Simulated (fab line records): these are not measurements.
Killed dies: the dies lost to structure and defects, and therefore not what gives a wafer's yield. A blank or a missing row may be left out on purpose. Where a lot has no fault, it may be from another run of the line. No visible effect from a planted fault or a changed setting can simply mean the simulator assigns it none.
2 desks, one fault ; flow rit_cmos ; every desk sees just its own numbers, and what lay behind them comes last

METROLOGY DESK
Lot by lot, what the gauges showed, no matter which tool ran the lot: averages of those sampled wafers that carry a number. If a lot's mean is further than 4 standard deviations from the usual mean, the lot is out of limits and carries the mark OUT (the distance appears in the brackets).
Columns: A = GATE_POLY_THK at RIT_GATE_THK_MEAS_09, usual 250.5 nm
lot;first seen here;A
L334;day 2 16:34;248.1
L335;day 2 17:04;250.3
L337;day 3 04:31;250.1
L340;day 3 20:05;357.1 (+41) OUT
L342;day 4 07:07;247.7
L348;day 5 15:46;247.7
L350;day 5 21:36;248.6
L351;day 6 06:54;248.7
L352;day 6 09:29;253.1
L353;day 6 12:20;248.5
L354;day 6 19:18;254.9
L355;day 7 01:13;248.4
L356;day 7 04:32;253.6
This desk finds L340 out of limits, with the earliest case on L340 at day 3 20:05 (GATE_POLY_THK at RIT_GATE_THK_MEAS_09). In limits: L334, L335, L337, L342, L348, L350, L351, L352, L353, L354, L355, L356.

TOOL OWNER'S DESK, lpcvd-01
The tool's own readings at RIT_GATE_CVD_08 (deposits poly-Si from SiH4, target thk 250 nm, time 2220 s): means of the sampled wafers that have a number, for each lot that ran on this tool. If a lot's mean is further than 4 standard deviations from the usual mean, the lot is out of limits and carries the mark OUT (the distance appears in the brackets).
Columns: A = spike_tc_centre_C at RIT_GATE_CVD_08, usual 612.6 C; B = spike_tc_load_C at RIT_GATE_CVD_08, usual 632 C; C = spike_tc_source_C at RIT_GATE_CVD_08, usual 632.5 C; D = susceptor_temp_C at RIT_GATE_CVD_08, usual 610.08 C
lot;first seen here;A;B;C;D
L335;day 2 15:26;613.3;629;631.0;609.79
L337;day 3 02:53;613.3;631;633.1;609.79
L340;day 3 18:28;626.2 (+10) OUT;649 (+5.6) OUT;644.8 (+5.6) OUT;625.24 (+54) OUT
L352;day 6 07:51;613.8;630;631.9;610.49
L354;day 6 17:41;613.3;630;632.1;610.02
L356;day 7 02:55;610.9;635;629.1;609.85
This desk's finding: out of limits on L340; first on L340, day 3 18:28 (spike_tc_centre_C at RIT_GATE_CVD_08). In limits: L335, L337, L352, L354, L356.

BROUGHT TOGETHER
At day 3 18:28, on L340, the tool owner's desk was in a position to raise an alarm.
At day 3 20:05 the metrology desk could have sounded an alarm, on L340.
All the named lots went through RIT_GATE_CVD_08 on lpcvd-01.

WHAT THE SIMULATOR HAD INSERTED
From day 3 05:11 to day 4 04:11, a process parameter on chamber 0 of lpcvd-01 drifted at RIT_GATE_CVD_08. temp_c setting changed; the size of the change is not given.
Shown lots that were struck: L340.
Hours from the fault's start to each desk's first reading out of limits: the tool owner's desk, 13; the metrology desk, 15.
